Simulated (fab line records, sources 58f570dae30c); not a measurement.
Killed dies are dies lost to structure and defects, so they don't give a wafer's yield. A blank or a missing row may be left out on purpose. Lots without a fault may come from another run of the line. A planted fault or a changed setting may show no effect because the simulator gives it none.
Chamber matching | flow berkeley_cmos170 | UCB170_V2_CMP_02 on cmp-02: 4 sister chambers
The step polishes SiO2. 16 wafers are shown with their chamber, then 8 later ones without.

WAFERS WITH THEIR CHAMBER
wafer  | chamber | motor_current_A (A) | head_pressure_psi (psi)
L706.2 | 3       | 18.1                | 5.994
L706.4 | 1       | 15.3                | 5.979
L706.6 | 1       | 15.8                | 5.990
L708.3 | 0       | 15.5                | 5.999
L708.5 | 2       | 16.8                | 6.003
L708.6 | 3       | 19.5                | 5.987
L707.1 | 0       | 15.5                | 5.994
L707.3 | 1       | 16.1                | 6.024
L707.4 | 3       | 17.9                | 6.000
L714.1 | 2       | 16.6                | 6.009
L714.2 | 1       | 15.3                | 6.025
L714.6 | 0       | 15.5                | 6.000
L721.1 | 3       | 18.9                | 6.013
L721.2 | 1       | 15.6                | 5.994
L721.4 | 0       | 15.8                | 6.005
L722.2 | 3       | 18.0                | 5.992

SIGNATURES (means of the wafers above)
reading           | chamber 0 | chamber 1 | chamber 2 | chamber 3 | scatter within a chamber
motor_current_A   | 15.575    | 15.620    | 16.700    | 18.480    | 0.455
head_pressure_psi | 5.99950   | 6.00240   | 6.00600   | 5.99720   | 0.0136
Rule: a wafer's distance from a chamber is the root of the sum, over the readings, of the square of ((its reading less the chamber's mean) divided by the reading's scatter). The wafer belongs to the nearest chamber; if the next one is less than 2 further off, it can't be placed. The scatter: the root of (the sum of the squares of (reading less its chamber's mean) over the shown wafers, divided by (wafers less chambers)).

WAFERS WITHOUT THEIR CHAMBER
wafer  | motor_current_A (A) | head_pressure_psi (psi)
L722.3 | 14.9                | 6.020
L722.5 | 16.3                | 6.003
L725.1 | 17.0                | 6.005
L725.4 | 15.7                | 5.982
L725.6 | 16.2                | 5.969
L724.1 | 15.2                | 6.010
L724.4 | 15.5                | 5.986
L724.5 | 14.8                | 5.998

WHICH CHAMBER EACH WENT THROUGH
wafer  | from the rows above          | in truth
L722.3 | can't be placed: 1 or 0      | 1
L722.5 | can't be placed: 2 or 1 or 0 | 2
L725.1 | 2                            | 2
L725.4 | can't be placed: 0 or 1 or 2 | 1
L725.6 | can't be placed: 0 or 1 or 2 | 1
L724.1 | can't be placed: 1 or 0      | 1
L724.4 | can't be placed: 0 or 1      | 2
L724.5 | can't be placed: 0 or 1      | 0
Placed correctly: 1 of 8. Can't be placed from these rows: 7 (the true chamber is among the candidates in 6). Placed wrongly: 0.
